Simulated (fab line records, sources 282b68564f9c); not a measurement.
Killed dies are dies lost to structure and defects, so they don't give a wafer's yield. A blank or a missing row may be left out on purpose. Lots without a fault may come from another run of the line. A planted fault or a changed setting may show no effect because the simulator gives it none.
fab line records | flow rit_cmos
record lots=5 wafers=15 last_day=7
route steps=202 shown PRETRO@72 GATE@75 FOX2@80 REOX@98 NLDD@103 SDANNEAL@155 M1@202
lots that met no fault: from a run of the same line without faults
start_h: hours from the record's first day to the start of the lot's first wafer shown | wait_h: hours since the lot's step before | " the same as in the row above | L1.1+2: a row that stands for several wafers | - no value, or no start given | * or withheld: withheld | < > ~ a bound
route shown NAME@n: a module of which the file shows steps, and the number in the route of the first | usual: mean/standard deviation of fault-free wafers | same: alike in all rows | chamber/n: place in a boat | sites: the reading at each site | _std_site: their standard deviation | _edge_site: outer sites' mean less inner sites' | radius_mm: how far each site lies from the wafer's centre | mask NAME#n: copy n | behind: the tool/chamber that last shaped the wafer | hold: why the lot was held/for how many hours/how that ended | device: the transistor (n, p or np) that didn't switch | end of line: the same wafers' tests at the end of the route | a step without rows: its recipe alone | killed: dies lost to structure and defects at the first sort, not the wafer's yield | map: a wafer's dies, x killed, . not, _ none there
set.NAME: the setting as run; set.NAME@STEP: as run at that earlier step | model.NAME: the simulator's own value behind a step, which no gauge read
lots at some steps of the route; a table a step, a row a wafer
services: from which hour (start_h, from the record's first day; less than 0 if before it) a tool's chamber was out of use, for how many hours, and why
## steps
# step RIT_PRETRO_IMPLANT_08
# recipe species=B energy_kev=45 dose_cm2=1.2e+13 tilt_deg=7
# step RIT_PRETRO_STRIP_09
# recipe chemistry=O2 time_s=180 resist=NOVOLAK platen_temp_c=withheld power_w=500 pressure_mtorr=4000 o2_flow_sccm=4000
# usual drypump_motor_current_A=5.44/0.26 rf_refl_power_W=7.3/1.5
# same time_s=180
# columns lot.wafer tool chamber start_h wait_h drypump_motor_current_A rf_hours_counter_h rf_refl_power_W
L701.2 plasma_asher-04 0 31.63 0.1 5.91 38 6.5
L701.4 " 1 " " 5.17 - 9.2
L701.6 " 1 " " 5.23 - 9.2
L703.1 plasma_asher-04 0 42.46 0.1 5.95 40 6.9
L703.2 " 1 " " 5.20 40 9.2
L703.4 " 0 " " 5.94 - 6.8
L717.3 plasma_asher-02 0 113.56 0.1 5.32 - 8.4
L717.4 " 1 " " 5.45 - 6.4
L717.6 " 1 " " 5.40 - 6.4
L718.1 plasma_asher-04 0 118.34 0.1 5.94 47 6.6
L718.5 " 0 " " 5.95 - 6.6
L718.6 " 1 " " 5.18 - 9.3
L722.2 plasma_asher-04 0 135.69 0.1 5.96 49 6.4
L722.4 " 0 " " 5.90 - 6.5
L722.6 " 0 " " 5.91 - 6.5
# step RIT_PRETRO_TW_MEAS_10
# usual PRETRO_TW=474/3.6
# columns lot.wafer tool chamber start_h wait_h PRETRO_TW
L701.2 film_metro-04 - 31.82 0.1 473
L701.4 " - " " 473
L701.6 " - " " 474
L703.1 film_metro-02 - 42.64 0.1 470
L703.2 " - " " 471
L703.4 " - " " 470
L717.3 film_metro-02 - 113.70 0.1 471
L717.4 " - " " 469
L717.6 " - " " 469
L718.1 film_metro-03 - 118.52 0.1 475
L718.5 " - " " 474
L718.6 " - " " 473
L722.2 film_metro-04 - 135.88 0.1 476
L722.4 " - " " 477
L722.6 " - " " 478
# step RIT_GATE_WET_ETCH_00
# recipe chemistry=BOE target=SiO2 target_depth_nm=56 time_s=60 dry=n2_spin dilution=10:1 temp_c=21.5
# step RIT_GATE_CLEAN_01
# recipe chemistry=SC1 mix=3:3:50 time_s=600 temp_c=75
# step RIT_GATE_CLEAN_02
# recipe chemistry=dHF dilution=50:1 time_s=30
# step RIT_GATE_CLEAN_03
# recipe chemistry=SC2 mix=3:3:50 time_s=600 temp_c=75 dry=n2_spin
# step RIT_GATE_CLEAN_04
# recipe chemistry=dHF dilution=50:1 time_s=60 dry=n2_spin
# step RIT_FOX2_THK_MEAS_91
# recipe reads=SiO2_of_FOX2_OXIDATION_00
# usual FIELD_OXIDE_LEFT_2_THK=252/5.4
# columns lot.wafer tool chamber start_h wait_h FIELD_OXIDE_LEFT_2_THK[nm]
L701.2 film_metro-01 - 32.30 0.0 254
L701.4 " - " " 254
L701.6 " - " " 258
L703.1 film_metro-02 - 43.16 0.0 251
L703.2 " - " " 252
L703.4 " - " " 253
L717.3 film_metro-01 - 114.18 0.0 238
L717.4 " - " " 243
L717.6 " - " " 242
L718.1 film_metro-01 - 119.00 0.0 247
L718.5 " - " " 253
L718.6 " - " " 252
L722.2 film_metro-03 - 136.35 0.0 254
L722.4 " - " " 259
L722.6 " - " " 255
# step RIT_GATE_OXIDATION_05
# recipe temp_c=900 ambient=O2 target_thk_a=30 ox_time_s=270
# step RIT_GATE_ANNEAL_06
# recipe temp_c=900 time_s=600 ambient=N2O
# step RIT_GATE_THK_MEAS_07
# recipe reads=SiO2_of_GATE_OXIDATION_05
# usual GATE_OXIDE_THK=2.98/0.054
# columns lot.wafer tool chamber start_h wait_h GATE_OXIDE_THK[nm]
L701.2 film_metro-02 - 33.79 0.0 3.05
L701.4 " - " " 3.06
L701.6 " - " " 3.03
L703.1 film_metro-01 - 44.91 0.0 3.03
L703.2 " - " " 3.01
L703.4 " - " " 3.00
L717.3 film_metro-03 - 117.06 0.0 2.95
L717.4 " - " " 3.04
L717.6 " - " " 3.01
L718.1 film_metro-02 - 120.38 0.0 3.02
L718.5 " - " " 3.13
L718.6 " - " " 3.01
L722.2 film_metro-01 - 138.32 0.0 2.96
L722.4 " - " " 2.90
L722.6 " - " " 2.98
# step RIT_GATE_CVD_08
# recipe material=poly-Si target_thk_nm=250 temp_c=610 precursor=SiH4 time_s=2220 pressure_mtorr=300 sih4_flow_sccm=100
# usual spike_tc_centre_C=612.4/1.2 spike_tc_load_C=631.6/2.4 spike_tc_source_C=628.0/2.4
# same time_s=2220
# columns lot.wafer tool chamber start_h wait_h spike_tc_centre_C spike_tc_load_C spike_tc_source_C model.poly-Si_of_GATE_CVD_08.thk_nm
L701.2 lpcvd-01 0 33.84 0.0 611.3 631.9 632.5 249.6
L701.4 " 0 " " 611.5 632.6 632.8 248.7
L701.6 " 0 " " 612.2 632.4 632.4 249.7
L703.1 lpcvd-02 1 44.97 0.1 611.4 631.6 627.9 254.5
L703.2 " 1 " " 612.0 632.7 627.8 251.5
L703.4 " 1 " " 612.3 631.8 627.5 251.5
L717.3 lpcvd-01 1 117.10 0.0 602.8 618.4 618.0 199.5
L717.4 " 1 " " 600.6 616.3 618.9 196.8
L717.6 " 1 " " 601.3 619.9 618.4 195.7
L718.1 lpcvd-02 1 120.45 0.1 611.2 632.5 627.8 249.6
L718.5 " 1 " " 612.7 632.7 627.8 249
L718.6 " 1 " " 612.2 632.2 626.9 247.9
L722.2 lpcvd-02 1 138.37 0.0 610.5 630.9 627.2 248.9
L722.4 " 1 " " 614.0 631.9 627.8 248.4
L722.6 " 1 " " 612.9 631.6 627.4 248.3
# step RIT_GATE_THK_MEAS_09
# recipe reads=poly-Si_of_GATE_CVD_08
# usual GATE_POLY_THK=250.1/2.1
# columns lot.wafer tool chamber start_h wait_h GATE_POLY_THK[nm]
L701.2 film_metro-01 - 35.47 0.0 249.7
L701.4 " - " " 248.5
L701.6 " - " " 249.6
L703.1 film_metro-02 - 47.40 0.0 254.7
L703.2 " - " " 251.6
L703.4 " - " " 251.3
L717.3 film_metro-02 - 118.74 0.0 199.5
L717.4 " - " " 197.0
L717.6 " - " " 195.8
L718.1 film_metro-03 - 122.06 0.0 249.5
L718.5 " - " " 249.0
L718.6 " - " " 247.7
L722.2 film_metro-03 - 140.00 0.0 248.9
L722.4 " - " " 248.6
L722.6 " - " " 248.2
# step RIT_GATE_HMDS_10
# recipe prime_time_s=60 prime_temp_c=140
# step RIT_GATE_COAT_11
# recipe resist=NOVOLAK spin_rpm=4250 resist_thk_nm=850
# step RIT_GATE_SOFTBAKE_12
# recipe resist=NOVOLAK temp_c=90 time_s=60
# step RIT_GATE_EXPOSE_13
# recipe mask_id=M6 na=0.6 source_shape=conventional sigma_outer=0.6 target_cd_nm=150 dose_mj=380
# step RIT_GATE_PEB_14
# recipe resist=NOVOLAK temp_c=withheld time_s=withheld
# step RIT_GATE_DEVELOP_15
# recipe resist=NOVOLAK develop_time_s=50 dev_temp_c=23
# step RIT_GATE_CD_MEAS_16
# recipe target_cd_nm=150
# usual cd_nm=150.0/2.5
# columns lot.wafer tool chamber start_h wait_h cd_nm
L701.2 cd_sem-01 - 36.39 - 150.2
L701.4 " - " " 153.1
L701.6 " - " " 150.0
L703.1 cd_sem-02 - 48.31 - 149.4
L703.2 " - " " 145.0
L703.4 " - " " 149.3
L717.3 cd_sem-01 - 119.79 - 152.0
L717.4 " - " " 152.6
L717.6 " - " " 150.9
L718.1 cd_sem-02 - 123.23 - 150.9
L718.5 " - " " 150.2
L718.6 " - " " 152.8
L722.2 cd_sem-01 - 141.04 - 147.7
L722.4 " - " " 147.6
L722.6 " - " " 148.4
# step RIT_GATE_OVL_MEAS_17
# usual GATE_OVL=-0.3/1.3
# columns lot.wafer tool chamber start_h wait_h GATE_OVL[nm]
L701.2 overlay-01 - 36.50 0.1 1.9
L701.4 " - " " 0.5
L701.6 " - " " 1.3
L703.1 overlay-01 - 48.43 0.1 1.5
L703.2 " - " " 1.3
L703.4 " - " " 0.0
L717.3 overlay-02 - 119.89 0.1 -1.3
L717.4 " - " " -1.5
L717.6 " - " " -0.2
L718.1 overlay-02 - 123.35 0.1 0.9
L718.5 " - " " -1.2
L718.6 " - " " -0.5
L722.2 overlay-02 - 141.15 0.1 -0.9
L722.4 " - " " -0.6
L722.6 " - " " 0.7
# step RIT_GATE_HARDBAKE_18
# recipe resist=NOVOLAK temp_c=140 time_s=60
# step RIT_GATE_ETCH_19
# recipe chemistry=SF6/CHF3/O2 time_s=165 SF6_flow_sccm=30 CHF3_flow_sccm=30 O2_flow_sccm=5 target=poly-Si pressure_mtorr=40 rf_w=160 target_depth_a=3125 over_etch_frac=0.25 stop_on=SiO2
# usual SF6_flow_sccm=30.00/0.085 drypump_motor_current_A=5.6/0.7 oes_product_au=0.843/0.01 throttle_valve_pct=10.23/0.13
# same time_s=165
# columns lot.wafer tool chamber start_h wait_h SF6_flow_sccm drypump_motor_current_A oes_product_au rf_hours_counter_h throttle_valve_pct model.etch.depth_nm model.GATE.feature_depth_nm
L701.2 rie_si-01 0 36.68 0.1 30.04 5.2 0.851 155 10.10 249.6 249.6
L701.4 " 2 " " 29.99 6.6 0.857 124 10.41 248.7 248.7
L701.6 " 1 " " 29.96 6.3 0.837 - 10.31 249.7 249.7
L703.1 rie_si-01 0 48.61 0.1 30.01 5.2 0.861 155 10.10 254.5 254.5
L703.2 " 3 " " 30.07 5.6 0.835 1 10.25 251.5 251.5
L703.4 " 1 " " 30.00 6.3 0.842 161 10.31 251.5 251.5
L717.3 rie_si-01 1 120.06 0.1 29.88 6.3 0.722 0 10.31 199.5 199.5
L717.4 " 2 " " 30.06 6.6 0.726 125 10.42 196.8 196.8
L717.6 " 2 " " 30.04 6.7 0.713 - 10.41 195.7 195.7
L718.1 rie_si-02 1 123.53 0.1 29.96 6.4 0.843 63 10.07 249.6 249.6
L718.5 " 1 " " 29.95 6.4 0.838 - 10.06 249 249
L718.6 " 0 " " 29.94 4.9 0.843 - 10.35 247.9 247.9
L722.2 rie_si-02 1 141.55 0.1 29.98 6.4 0.837 64 10.06 248.9 248.9
L722.4 " 3 " " 30.01 5.1 0.840 104 10.09 248.4 248.4
L722.6 " 3 " " 29.90 5.1 0.837 - 10.09 248.3 248.3
# step RIT_GATE_STRIP_20
# recipe chemistry=O2 time_s=180 resist=NOVOLAK platen_temp_c=withheld power_w=500 pressure_mtorr=4000 o2_flow_sccm=4000
# usual drypump_motor_current_A=5.4/0.37 rf_refl_power_W=6.8/1.5
# same time_s=180
# columns lot.wafer tool chamber start_h wait_h drypump_motor_current_A rf_hours_counter_h rf_refl_power_W
L701.2 plasma_asher-03 1 36.79 0.1 5.0 39 6.2
L701.4 " 0 " " 5.9 - 7.1
L701.6 " 0 " " 5.9 - 6.8
L703.1 plasma_asher-03 1 48.72 0.1 5.0 41 6.2
L703.2 " 0 " " 5.9 41 6.8
L703.4 " 0 " " 5.9 - 6.9
L717.3 plasma_asher-04 1 120.23 0.1 5.2 - 9.0
L717.4 " 0 " " 5.9 - 6.6
L717.6 " 0 " " 5.9 - 6.7
L718.1 plasma_asher-01 0 123.64 0.1 5.3 1 8.1
L718.5 " 0 " " 5.3 - 8.2
L718.6 " 1 " " 5.2 - 4.5
L722.2 plasma_asher-01 1 141.66 0.1 5.2 3 4.3
L722.4 " 0 " " 5.3 - 8.0
L722.6 " 0 " " 5.3 - 8.1
# step RIT_GATE_CD_MEAS_90
# recipe target_cd_nm=150
# usual cd_nm=150.0/2.5
# columns lot.wafer tool chamber start_h wait_h cd_nm
L701.2 cd_sem-01 - 36.98 0.1 151.0
L701.4 " - " " 153.1
L701.6 " - " " 150.2
L703.1 cd_sem-02 - 48.90 0.1 149.3
L703.2 " - " " 144.9
L703.4 " - " " 149.2
L717.3 cd_sem-01 - 120.38 0.1 151.7
L717.4 " - " " 152.4
L717.6 " - " " 151.0
L718.1 cd_sem-01 - 123.82 0.1 151.1
L718.5 " - " " 150.0
L718.6 " - " " 153.1
L722.2 cd_sem-01 - 141.85 0.1 147.8
L722.4 " - " " 147.7
L722.6 " - " " 148.6
# step RIT_REOX_CLEAN_00
# recipe chemistry=SC1 mix=3:3:50 time_s=600 temp_c=75
# step RIT_REOX_CLEAN_01
# recipe chemistry=dHF dilution=50:1 time_s=30
# step RIT_REOX_CLEAN_02
# recipe chemistry=SC2 mix=3:3:50 time_s=600 temp_c=75 dry=n2_spin
# step RIT_REOX_OXIDATION_03
# recipe temp_c=900 ambient=O2 target_thk_a=252 ox_time_s=5580
# step RIT_REOX_THK_MEAS_04
# recipe reads=SiO2_of_REOX_OXIDATION_03
# usual REOX_OXIDE_THK=25.2/0.57
# columns lot.wafer tool chamber start_h wait_h REOX_OXIDE_THK[nm]
L701.2 film_metro-01 - 40.42 0.0 25.9
L701.4 " - " " 26.2
L701.6 " - " " 25.6
L703.1 film_metro-01 - 51.97 0.0 24.3
L703.2 " - " " 24.4
L703.4 " - " " 24.6
L717.3 film_metro-04 - 124.40 0.0 25.0
L717.4 " - " " 24.4
L717.6 " - " " 24.9
L718.1 film_metro-04 - 126.86 0.0 24.9
L718.5 " - " " 25.2
L718.6 " - " " 25.2
L722.2 film_metro-04 - 144.90 0.0 26.0
L722.4 " - " " 25.7
L722.6 " - " " 26.2
# step RIT_NLDD_HMDS_00
# recipe prime_time_s=60 prime_temp_c=140
# step RIT_NLDD_COAT_01
# recipe resist=NOVOLAK spin_rpm=3250 resist_thk_nm=1000
# step RIT_NLDD_SOFTBAKE_02
# recipe resist=NOVOLAK temp_c=90 time_s=60
# step RIT_NLDD_EXPOSE_03
# recipe mask_id=M7 na=0.57 target_cd_nm=40700 dose_mj=250
# step RIT_NLDD_PEB_04
# recipe resist=NOVOLAK temp_c=withheld time_s=withheld
# step RIT_NLDD_DEVELOP_05
# recipe resist=NOVOLAK develop_time_s=50 dev_temp_c=23
# step RIT_NLDD_OVL_MEAS_06
# usual NLDD_OVL=0.6/1.4
# columns lot.wafer tool chamber start_h wait_h NLDD_OVL[nm]
L701.2 overlay-02 - 41.32 - 1.5
L701.4 " - " " 2.3
L701.6 " - " " 2.5
L703.1 overlay-02 - 52.88 - -1.5
L703.2 " - " " 0.1
L703.4 " - " " 1.5
L717.3 overlay-02 - 125.38 - 1.1
L717.4 " - " " 0.5
L717.6 " - " " 2.0
L718.1 overlay-01 - 127.95 - 0.9
L718.5 " - " " 0.6
L718.6 " - " " -1.2
L722.2 overlay-02 - 145.81 - 2.5
L722.4 " - " " 2.2
L722.6 " - " " 1.2
# step RIT_NLDD_HARDBAKE_07
# recipe resist=NOVOLAK temp_c=140 time_s=60
# step RIT_NLDD_IMPLANT_08
# recipe species=P energy_kev=20 dose_cm2=5e+14 tilt_deg=7
# step RIT_NLDD_STRIP_09
# recipe chemistry=O2 time_s=180 resist=NOVOLAK platen_temp_c=withheld power_w=500 pressure_mtorr=4000 o2_flow_sccm=4000
# usual drypump_motor_current_A=5.38/0.27 rf_refl_power_W=6.8/1.3
# same time_s=180
# columns lot.wafer tool chamber start_h wait_h drypump_motor_current_A rf_hours_counter_h rf_refl_power_W
L701.2 plasma_asher-02 1 41.65 0.1 5.41 25 6.5
L701.4 " 1 " " 5.42 - 6.4
L701.6 " 1 " " 5.44 - 6.7
L703.1 plasma_asher-02 0 53.21 0.1 5.36 27 8.3
L703.2 " 1 " " 5.42 27 6.5
L703.4 " 0 " " 5.36 - 8.2
L717.3 plasma_asher-02 1 125.76 0.1 5.45 - 6.4
L717.4 " 0 " " 5.34 - 8.3
L717.6 " 0 " " 5.36 - 8.0
L718.1 plasma_asher-02 0 128.29 0.1 5.33 35 8.2
L718.5 " 1 " " 5.40 - 6.2
L718.6 " 0 " " 5.35 - 8.4
L722.2 plasma_asher-01 1 146.32 0.1 5.26 3 3.9
L722.4 " 0 " " 5.31 - 8.4
L722.6 " 0 " " 5.33 - 8.2
# step RIT_NLDD_TW_MEAS_10
# usual NLDD_TW=2466/37
# columns lot.wafer tool chamber start_h wait_h NLDD_TW
L701.2 film_metro-02 - 41.84 0.1 2464
L701.4 " - " " 2467
L701.6 " - " " 2459
L703.1 film_metro-04 - 53.39 0.1 2487
L703.2 " - " " 2502
L703.4 " - " " 2506
L717.3 film_metro-01 - 125.90 0.1 2419
L717.4 " - " " 2423
L717.6 " - " " 2424
L718.1 film_metro-02 - 128.46 0.1 2493
L718.5 " - " " 2468
L718.6 " - " " 2483
L722.2 film_metro-04 - 146.50 0.1 2515
L722.4 " - " " 2529
L722.6 " - " " 2527
# step RIT_SDANNEAL_CLEAN_02
# recipe chemistry=SC2 mix=3:3:50 time_s=600 temp_c=75 dry=n2_spin
# same time_s=600
# columns lot.wafer tool chamber start_h wait_h model.poly-Si_of_GATE_CVD_08.thk_nm
L701.2 wet_bench-01 3 49.01 0.0 161.6
L701.4 " 3 " " 162.9
L701.6 " 3 " " 163.5
L703.1 wet_bench-02 3 60.40 0.0 168.6
L703.2 " 3 " " 164.3
L703.4 " 3 " " 166.9
L717.3 wet_bench-02 1 132.89 0.0 114.5
L717.4 " 1 " " 110.2
L717.6 " 1 " " 109.2
L718.1 wet_bench-04 1 135.83 0.0 163.6
L718.5 " 1 " " 162
L718.6 " 1 " " 160
L722.2 wet_bench-01 0 153.75 0.0 163
L722.4 " 0 " " 161.6
L722.6 " 0 " " 161.9
# step RIT_M1_PROBE_99
# usual killed_at_contacts=0.1/0.31 killed_at_front_end=6.8/2.7 killed_dies=6.9/2.7 killed_open=3.3/1.8 killed_short=3.5/1.8
# same gross_dies=264 killed_at_M0_to_M3=0 killed_at_M4_up=0 killed_at_back_side=0 killed_at_other=0
# columns lot.wafer tool chamber start_h wait_h killed_at_contacts killed_at_front_end killed_dies killed_open killed_short model.etest.pmos_turned.r_on_ohm_um model.etest.nmos_turned.drive_ua_um model.etest.nmos_0p3.r_on_ohm_um model.etest.pmos_turned.drive_ua_um model.etest.nmos_0p15.drive_ua_um model.etest.nmos_narrow.drive_ua_um model.etest.nmos_0p3.drive_ua_um model.etest.ppoly_line.rs_ohm_sq
L701.2 prober-01 - 58.72 0.1 0 5 5 3 1 3745 294.8 2280 171.1 439.9 216.4 216.1 16.68
L701.4 prober-01 - 58.82 0.2 0 8 8 5 3 3740 286.6 2235 167.7 435.2 214.2 213.4 16.37
L701.6 prober-01 - 58.92 0.2 0 10 10 4 6 3591 306.9 2207 181.9 457 219.1 218.4 16.44
L703.1 prober-01 - 67.97 0.1 0 6 6 4 2 3488 341.4 2138 183.5 476.7 222.4 221.3 16.74
L703.2 prober-01 - 68.02 0.1 0 6 6 2 4 3428 348.5 2163 190.2 492.4 220.6 221.6 16.63
L703.4 prober-01 - 68.12 0.2 0 4 4 2 2 3461 344.8 2101 184.7 479.5 228.1 224.6 16.58
L717.3 prober-02 - 140.99 0.2 0 6 6 4 2 3134 391.3 2076 218.6 483.6 247 242.3 16.87
L717.4 prober-02 - 141.04 0.2 1 9 10 3 6 3090 400.3 2066 222.4 481 243.1 241.1 16.94
L717.6 prober-02 - 141.14 0.2 0 2 2 2 0 3060 402.6 2090 223.5 487.2 243.7 238.8 16.93
L718.1 prober-01 - 143.44 0.1 0 5 5 4 1 3431 341.5 2159 188.8 466.1 219.9 220.7 16.57
L718.5 prober-01 - 143.64 0.2 0 9 9 6 3 3502 338.1 2196 184.2 466.9 218.6 216.8 16.47
L718.6 prober-01 - 143.69 0.2 0 8 8 2 6 3552 335.5 2183 185.3 459.3 218.1 220.1 16.54
L722.2 prober-01 - 161.42 0.1 0 2 2 2 0 3426 310 2153 189.7 473.1 226.6 228.8 16.45
L722.4 prober-01 - 161.52 0.2 0 6 6 2 4 3320 322.5 2132 197.1 484 229.7 234.8 16.51
L722.6 prober-01 - 161.62 0.2 0 10 10 6 4 3522 303.1 2190 182.3 461.7 223.5 223.3 16.49
# killed by level:class
L701.2 GATE:geometric_particle:open=2 FOX1:geometric_particle:open=1 GATE:geometric_particle:short=1 NWELL:coat_microbubble_printed=1
L701.4 GATE:geometric_particle:open=2 REOX:geometric_particle:open=2 GATE:geometric_particle:short=1 REOX:geometric_particle:short=1 SILICIDE:geometric_particle:open=1 SILICIDE:geometric_particle:short=1
L701.6 GATE:geometric_particle:open=3 GATE:geometric_particle:short=3 REOX:geometric_particle:short=2 FOX1:geometric_particle:open=1 FOX1:geometric_particle:short=1
L703.1 GATE:geometric_particle:short=2 GATE:geometric_particle:open=2 FOX1:geometric_particle:open=1 SILICIDE:geometric_particle:open=1
L703.2 FOX1:geometric_particle:short=1 GATE:geometric_particle:short=1 REOX:geometric_particle:short=1 SPACER:geometric_particle:short=1 SPACER:geometric_particle:open=1 SILICIDE:geometric_particle:open=1
L703.4 FOX1:geometric_particle:open=1 FOX2:geometric_particle:open=1 GATE:geometric_particle:short=1 SPACER:geometric_particle:short=1
L717.3 GATE:geometric_particle:open=3 GATE:geometric_particle:short=2 FOX2:geometric_particle:open=1
L717.4 GATE:geometric_particle:short=3 FOX1:geometric_particle:short=2 GATE:geometric_particle:open=2 FOX1:geometric_particle:open=1 SILICIDE:geometric_particle:short=1 CONTACT:coat_microbubble_printed=1
L717.6 GATE:geometric_particle:open=2
L718.1 SILICIDE:geometric_particle:open=2 FOX2:geometric_particle:open=1 GATE:geometric_particle:short=1 GATE:geometric_particle:open=1
L718.5 REOX:geometric_particle:short=2 SILICIDE:geometric_particle:open=2 ACTIVE:geometric_particle:open=1 FOX2:geometric_particle:open=1 GATE:geometric_particle:open=1 REOX:geometric_particle:open=1 SILICIDE:geometric_particle:short=1
L718.6 GATE:geometric_particle:short=4 GATE:geometric_particle:open=2 REOX:geometric_particle:short=1 SPACER:geometric_particle:short=1
L722.2 FOX1:geometric_particle:open=1 REOX:geometric_particle:open=1
L722.4 FOX1:geometric_particle:open=1 FOX1:geometric_particle:short=1 FOX2:geometric_particle:short=1 GATE:geometric_particle:open=1 REOX:geometric_particle:short=1 SILICIDE:geometric_particle:short=1
L722.6 FOX1:geometric_particle:open=2 FOX1:geometric_particle:short=2 SPACER:geometric_particle:open=2 GATE:geometric_particle:open=1 REOX:geometric_particle:short=1 SPACER:geometric_particle:short=1 SILICIDE:geometric_particle:open=1
## services
# columns tool chamber start_h hours kind
rie_si-02 1 16.92 3.1 repair
plasma_asher-02 - 26.34 0.9 repair
plasma_asher-01 - 31.89 11.1 repair
wet_bench-04 - 45.63 0.6 repair
rie_si-01 1 59.91 - clean
rie_si-01 1 59.91 13.7 scheduled_down
rie_si-01 1 59.91 13.7 vent_cycle
rie_si-02 0 82.29 2.4 repair
rie_si-01 0 86.53 - clean
rie_si-01 0 86.53 17.2 scheduled_down
rie_si-01 0 86.53 17.2 vent_cycle
plasma_asher-01 - 108.75 9.0 pm
plasma_asher-01 0 108.75 9.0 vent_cycle
plasma_asher-01 1 108.75 9.0 vent_cycle
plasma_asher-04 - 116.28 1.5 repair
plasma_asher-01 0 117.75 - clean
plasma_asher-01 1 117.75 - clean
rie_si-02 2 128.64 4.7 repair
rie_si-02 2 148.00 - clean
rie_si-02 2 148.00 21.9 scheduled_down
rie_si-02 2 148.00 21.9 vent_cycle
rie_si-01 - 151.61 0.2 repair
## key
first_sign step=RIT_GATE_CVD_08 reading=spike_tc_centre_C direction=down sigmas=8.7 usual=612.4 struck=601.6
effect step=RIT_GATE_CVD_08 reading=spike_tc_load_C direction=down sigmas=5.6 usual=631.6 struck=618.2
effect step=RIT_GATE_THK_MEAS_09 reading=GATE_POLY_THK direction=down sigmas=25 usual=250.1 struck=197.4
effect step=RIT_GATE_ETCH_19 reading=oes_product_au direction=down sigmas=12 usual=0.843 struck=0.720
model_effect step=RIT_GATE_CVD_08 value=poly-Si_of_GATE_CVD_08.thk_nm without=250.8 struck=197.3
model_effect step=RIT_GATE_ETCH_19 value=etch.depth_nm without=250.8 struck=197.3
model_effect step=RIT_SDANNEAL_CLEAN_02 value=poly-Si_of_GATE_CVD_08.thk_nm without=164.8 struck=111.3
model_effect step=RIT_M1_PROBE_99 value=etest.pmos_turned.r_on_ohm_um without=3457 struck=3095
met_at RIT_GATE_CVD_08
struck_wafers L717.3,L717.4,L717.6
tester_left_out L717
fault kind=process_parameter_drift tool=lpcvd-01 chamber=1 onset_h=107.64 steps=RIT_GATE_CVD_08 channel=temp_c offset=* shape=step end_h=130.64 acts_in=* stated=*
# tester_left_out: of these lots the tester's yield and bins aren't shown, on N5 and GAA mostly nor the transistor test; their killed dies are dies lost to structure and defects alone, not to doping, threshold or leakage, so they don't give the yield
